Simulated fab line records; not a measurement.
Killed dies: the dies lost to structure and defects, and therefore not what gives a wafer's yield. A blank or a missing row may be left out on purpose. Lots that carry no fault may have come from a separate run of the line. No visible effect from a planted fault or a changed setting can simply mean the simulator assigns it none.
Lot-split experiment -- flow ritCmos -- route with 202 steps; 5 lots, 23 wafers read

SPLIT DETAILS
At RIT_NWELL_IMPLANT_08, the setting energyKev was moved away from the recipe's 170 on 9 of the 23 wafers read, by -4.6% to +4.9%. This setting was run at the recipe's value on the other wafers.

The reading is taken at the split's own step.

THE READING
In nm, at RIT_NWELL_IMPLANT_08: implant.drpNm, which is the simulator's own figure and was read by no gauge. No usual value for it is given in the file.

wafer,"tool, chamber at the split",energyKev as run,against the recipe,"implant.drpNm, nm",against lot-mates on the recipe
L074.1,"implanter-02, 0",170,recipe,68.82,-
L074.4,"implanter-02, 0",170,recipe,68.82,-
L074.6,"implanter-02, 0",170,recipe,68.82,-
L074.2,"implanter-02, 0",178.3,+4.9%,71.33,+2.51
L074.5,"implanter-02, 0",178.3,+4.9%,71.33,+2.51
L078.1,"implanter-03, 0",170,recipe,68.82,-
L078.4,"implanter-03, 0",170,recipe,68.82,-
L078.6,"implanter-03, 0",170,recipe,68.82,-
L078.2,"implanter-03, 0",162.1,-4.6%,66.46,-2.36
L078.3,"implanter-03, 0",162.1,-4.6%,66.46,-2.36
L079.2,"implanter-03, 0",170,recipe,68.82,-
L079.3,"implanter-03, 0",170,recipe,68.82,-
L079.5,"implanter-03, 0",170,recipe,68.82,-
L079.4,"implanter-03, 0",176.1,+3.6%,70.67,+1.85
L079.6,"implanter-03, 0",176.1,+3.6%,70.67,+1.85
L084.1,"implanter-01, 0",170,recipe,68.82,-
L084.4,"implanter-01, 0",170,recipe,68.82,-
L084.5,"implanter-01, 0",170,recipe,68.82,-
L085.2,"implanter-01, 0",163.7,-3.7%,66.94,-1.88
L085.3,"implanter-01, 0",163.7,-3.7%,66.94,-1.88
L085.5,"implanter-01, 0",163.7,-3.7%,66.94,-1.88
L085.4,"implanter-01, 0",170,recipe,68.82,-
L085.6,"implanter-01, 0",170,recipe,68.82,-

FIT RESULTS
A straight line over all 23 wafers: implant.drpNm changes by +0.511 nm for each +1% of energyKev; r = +1.00; the points scatter about the line by 0.0076 nm.
The same after taking each lot's own level away (the mean of its wafers on the recipe; 23 wafers): +0.511 nm for each +1%; r = +1.00; scatter 0.0076 nm.
The reading moves by 2.5 nm for the largest change in energyKev, on that fit.
The lots' own levels span 68.820 to 68.820 nm.
So the lot-to-lot level changes the slope little: the two slopes agree.
Check: +2.5 nm against its lot-mates is what the line predicts for one of the wafers moved furthest among these (+4.9%) when that wafer is left out of the fit. Against them it came out at +2.51 nm.

THE OTHER SPLITS THESE WAFERS WENT THROUGH
Note: prior to the reading, these wafers also went through further splits. Each is held against what the fit with the lots' levels taken away leaves over:
other split on the same wafers,wafers away from the commonest value,r with implant.drpNm (lot level and that fit taken away)
RIT_ACTIVE_OXIDATION_01 tempC,15,+0.12
RIT_ACTIVE_SOFTBAKE_07 tempC,11,+0.11
RIT_ACTIVE_DEVELOP_10 developTimeS,8,+0.02
RIT_FOX1_OXIDATION_00 tempC,15,-0.14
RIT_NWELL_COAT_01 resistThkNm,6,+0.01

THE WHOLE CHAIN: every reading that the file lists as answering this split, in the file's order
step,what it does,reading,change (the file's fit),r (the file's)
RIT_NWELL_IMPLANT_08,,"implant.rpNm (the simulator's own value, which no gauge read)",+2.17 nm for each +1% of the setting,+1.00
RIT_NWELL_IMPLANT_08,,"implant.drpNm (the simulator's own value, which no gauge read)",+0.512 nm for each +1% of the setting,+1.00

FILE'S OWN FIT
implant.drpNm changes by +0.512 nm for each +1% of energyKev, r = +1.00.
